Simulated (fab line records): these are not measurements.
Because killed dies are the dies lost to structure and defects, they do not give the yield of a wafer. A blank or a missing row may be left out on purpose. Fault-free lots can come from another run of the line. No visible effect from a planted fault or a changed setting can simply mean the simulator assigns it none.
A struck lot beside a sound one ; flow rit cmos ; 15 out of 202 route steps
Sound: the wafers L421.1, L421.3, L421.5. Wafers struck: L432.1, L432.2, L432.6. The cause is named last.
At each step with rows: each side's tool, then ch and its chambers, then its first start. Under that, the readings that differ: sound wafers ; struck wafers ; difference of the means ; sigmas: that difference in standard deviations of wafers without a fault.
alike: words and numbers the same on both sides, and readings whose means are apart by under 2 such deviations; not compared: readings that were withheld, readings missing a value for some wafer, numbers with overlapping values and no deviation given by the record, and bounds like >300 which may hide the same value.
Wherever a step has rows on one side only, a row that says differs or no value, or a row with sigmas, the two part there. Numbers that have no deviation but don't overlap get no sigmas and don't part them. A reading that every wafer of one side lacks parts them only if that side has two wafers or more.

RIT_PSD_TW_MEAS_10:
  sound on film metro-03, day 3 12:22; struck on film metro-04, day 5 21:49
  alike: PSD_TW
then, 3 steps without rows for these wafers: RIT_SDANNEAL_CLEAN_00 (cleans in SC1, time 600 s); RIT_SDANNEAL_CLEAN_01 (cleans in dHF, time 29.45 s); RIT_SDANNEAL_CLEAN_02 (cleans in SC2, time 600 s).
RIT_SDANNEAL_RTA_03: time 5 s.
  sound on rtp anneal-01 ch 0, day 3 12:47; struck on rtp anneal-02 ch 0, day 5 22:14
  alike: wafer_temp_C_max
RIT_SDANNEAL_RS_MEAS_04: measures by four-point-probe.
  sound on film metro-02, day 3 12:55; struck on film metro-03, day 5 22:17
  alike: PSD_RS
RIT_SDANNEAL_RS_MEAS_05: measures by four-point-probe.
  sound on film metro-02, day 3 13:02; struck on film metro-03, day 5 22:25
reading;sound;struck;difference;sigmas
NSD_RS (ohm/sq);83.8 83.7 83.5;84.7 84.5 84.7;+1.0;+3
RIT_SDANNEAL_RS_MEAS_06: measures by four-point-probe.
  sound on film metro-02, day 3 13:09; struck on film metro-03, day 5 22:32
  alike: PLDD_RS
RIT_SDANNEAL_RS_MEAS_07: measures by four-point-probe.
  sound on film metro-02, day 3 13:16; struck on film metro-03, day 5 22:39
  alike: NLDD_RS
then, 1 step without rows for these wafers: RIT_SILICIDE_WET_ETCH_00 (etches SiO2 in BOE, target depth 14 nm, time 15 s).
RIT_SILICIDE_SPUTTER_01: material Ti, target thk 30 nm, time 240 s.
  sound on pvd sputter-01, day 3 13:24; struck on pvd sputter-03, day 5 22:47
  alike: throttle valve pct
RIT_SILICIDE_RS_MEAS_02: measures by four-point-probe.
  sound on film metro-03, day 3 13:33; struck on film metro-01, day 5 22:56
  alike: SILICIDE_TI_RS
RIT_SILICIDE_THK_MEAS_03: measures by xrf.
  sound on film metro-03, day 3 13:40; struck on film metro-01, day 5 23:04
reading;sound;struck;difference;sigmas
SILICIDE_TI_THK (nm);29.7 30.1 30.0;31.8 31.6 31.4;+1.7;+4
RIT_SILICIDE_RTA_04: time 10 s, ramp up 5 s, ramp down 5 s.
  sound on rtp anneal-02 ch 0, day 3 13:44; struck on rtp anneal-01 ch 0, day 5 23:07
  alike: wafer_temp_C_max
RIT_M1_PROBE_99:
  sound on prober-01, day 3 20:51; struck on prober-01, day 6 05:57
  alike: killed at front end, killed dies, killed open, killed short

WHERE THEY PART
Last at RIT_SILICIDE_THK_MEAS_03 as far as this record goes, first at RIT_SDANNEAL_RS_MEAS_05. Later steps at which nothing parts them and some readings are alike: RIT_SILICIDE_RTA_04, RIT_M1_PROBE_99.

WHY: what had been put in by the simulator
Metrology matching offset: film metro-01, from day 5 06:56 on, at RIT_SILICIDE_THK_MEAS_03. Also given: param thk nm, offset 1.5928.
